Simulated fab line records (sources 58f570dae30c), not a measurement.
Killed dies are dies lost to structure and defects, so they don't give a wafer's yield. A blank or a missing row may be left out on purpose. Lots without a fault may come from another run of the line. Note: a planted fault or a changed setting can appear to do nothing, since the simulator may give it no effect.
Which of the tools did it? / flow berkeley-cmos170 / Sampling: 7 lots, 21 wafers, 2 of 331 route steps

WHAT THE GAUGES SHOWED, per wafer
UCB170_M3_RS_MEAS_02: the measuring method here is four-point-probe.
lot=L582; measured=day 8 14:58; on=film-metro-04; M3_AL_RS (ohm/sq)=0.0318 0.0320 0.0322
lot=L583; measured=day 8 21:06; on=film-metro-04; M3_AL_RS (ohm/sq)=0.0319 0.0319 0.0318
lot=L589; measured=day 9 07:00; on=film-metro-02; M3_AL_RS (ohm/sq)=0.0314 0.0316 0.0320
lot=L587; measured=day 9 07:33; on=film-metro-02; M3_AL_RS (ohm/sq)=0.0316 0.0318 0.0317
lot=L591; measured=day 9 20:48; on=film-metro-01; M3_AL_RS (ohm/sq)=0.0323 0.0325 0.0323
lot=L601; measured=day 11 22:22; on=film-metro-02; M3_AL_RS (ohm/sq)=0.0475 0.0481 0.0472
lot=L603; measured=day 12 08:33; on=film-metro-02; M3_AL_RS (ohm/sq)=0.0466 0.0465 0.0462

EACH LOT AND THE TOOL THAT RAN IT (in order: tool; ch and the chambers of the sampled wafers; start)
lot=L582; UCB170_M3_SPUTTER_01=pvd-sputter-02, day 8 14:52
lot=L583; UCB170_M3_SPUTTER_01=pvd-sputter-02, day 8 20:59
lot=L589; UCB170_M3_SPUTTER_01=pvd-sputter-02, day 9 06:55
lot=L587; UCB170_M3_SPUTTER_01=pvd-sputter-04, day 9 07:28
lot=L591; UCB170_M3_SPUTTER_01=pvd-sputter-04, day 9 20:43
lot=L601; UCB170_M3_SPUTTER_01=pvd-sputter-02, day 11 22:16
lot=L603; UCB170_M3_SPUTTER_01=pvd-sputter-02, day 12 08:28
- UCB170_M3_SPUTTER_01: material Al, target thk 900 nm, time 120 s.

THE ANSWER, worked out from the rows above alone
Rule: what is usual is taken from the lots themselves. Put in order of their means at a reading, lots are off if they are a third of the lots or fewer, leave a main group of 4 or more, and stand apart from it by a gap of 3 or more times the standard deviation of the main group's means; of several such gaps the widest counts. A main group whose means are all the same, to the digits that the tables above print for the reading, isn't used. A lot without any number at a reading at which 4 lots or more have one is off too. Where the step has rows for the other lots, those lots are counted as sound.
Off: L601, L603, at UCB170_M3_RS_MEAS_02 (M3_AL_RS). The main group: mean 0.0319 ohm/sq, standard deviation 0.00025.
A tool fits if, at a process step before that reading, it ran every lot that is off, and no sound lot after the first of them. The gauges at UCB170_M3_RS_MEAS_02 are tried like those tools. 2 tools fit, pvd-sputter-02 at UCB170_M3_SPUTTER_01 and film-metro-02 at UCB170_M3_RS_MEAS_02, so this cannot tell which one it is.

WHAT WAS PUT IN BY THE SIMULATOR
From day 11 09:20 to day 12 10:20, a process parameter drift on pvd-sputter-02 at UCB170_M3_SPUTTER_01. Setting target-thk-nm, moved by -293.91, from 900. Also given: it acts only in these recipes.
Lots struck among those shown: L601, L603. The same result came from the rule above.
